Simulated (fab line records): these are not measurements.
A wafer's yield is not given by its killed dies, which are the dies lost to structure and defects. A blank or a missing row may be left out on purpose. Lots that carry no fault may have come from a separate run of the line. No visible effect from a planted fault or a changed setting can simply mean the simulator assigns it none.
Code-filled problem report in 8D (eight disciplines) form    flow berkeleyCmos170    the parts of the form that need people (team, actions taken, sign-off) are left out

== 1. WHAT IS WRONG ==
UCB170_V2_CVD_00, runLengthS: mean 264.4 s over 1 wafer from 1 lot; wafers with no fault: 277.7 s, standard deviation 0.66. Measured from the usual mean, that is -20 standard deviations.
The step: deposits SiO2 from TEOS/O2, target thk 2000 nm, time 250 s.
First seen on wafer L809.3, day 9 09:02, on pecvd-03. At this step, 39 wafers from 13 lots have a number in the record. Rule for "out" (also "out of limits"): further than 4 standard deviations from the usual mean. Any other wafer with a number is counted as sound.

== 2. WHAT THIS IS AND IS NOT ==
question                     is                is not
which readings at this step  runLengthS        heaterPowerW
which lots                   L809              L804, L805, L810, L817, L818, L819, L821, L823, L824, L825, L826, L827
which wafers of those lots   L809.3            L809.1, L809.5
read on which tools          pecvd-03          pecvd-02, pecvd-04
when                         from day 9 09:02  up to then (11 sound wafers); but 27 sound wafers of L817, L818, L819, L821, L823, L824, L825, L826, L827 came after

== 3. WHAT RULES OUT EACH SUSPECT ==
Counting: if a tool at a process step up to the reading ran every lot that is out, it stays a suspect. Sound lots after the first of them don't rule it out here, since some wafers of a struck lot are sound.
- pecvd-03 at UCB170_V2_CVD_00 (deposits SiO2 from TEOS/O2, target thk 2000 nm, time 250 s): kept. It processed L809, the lot that is out, at day 9 09:02, and its most recent sound lot before then was L805 at day 8 05:32. Out on those wafers are its own readings of runLengthS.
- At UCB170_V2_CVD_00, inside pecvd-03: chamber 1 took the wafers that are out, while their sound lot-mates went through chambers 0, 2.
The count leaves pecvd-03 at UCB170_V2_CVD_00.

== 4. THE CAUSE (what the simulator had put in) ==
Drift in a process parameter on pecvd-03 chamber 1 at UCB170_V2_CVD_00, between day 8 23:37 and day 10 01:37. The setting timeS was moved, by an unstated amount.
This tool alone remained once counting was done.

== 5. THE EFFECT CHAIN, in route order ==
Rows list readings where the struck wafers' mean (over those with a number) sits beyond 3 standard deviations from the usual. Only readings whose record carries a usual standard deviation are examined. hours: median over the lots of the time between each lot's start at the first step of this table that gives one and its start at this step. sigmas: the change, counted in usual standard deviations.
hours  step              reading     usual    on struck wafers  change  sigmas
0      UCB170_V2_CVD_00  runLengthS  277.7 s  264.4             -13.3   -20
It contains these process steps:
- UCB170_V2_CVD_00: deposits SiO2 from TEOS/O2, target thk 2000 nm, time 250 s.

== 6. HOW IT WOULD HAVE BEEN CAUGHT EARLIER ==
In this record no reading fell out of limits until day 9 09:02, 9 hours after the fault had begun at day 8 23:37.
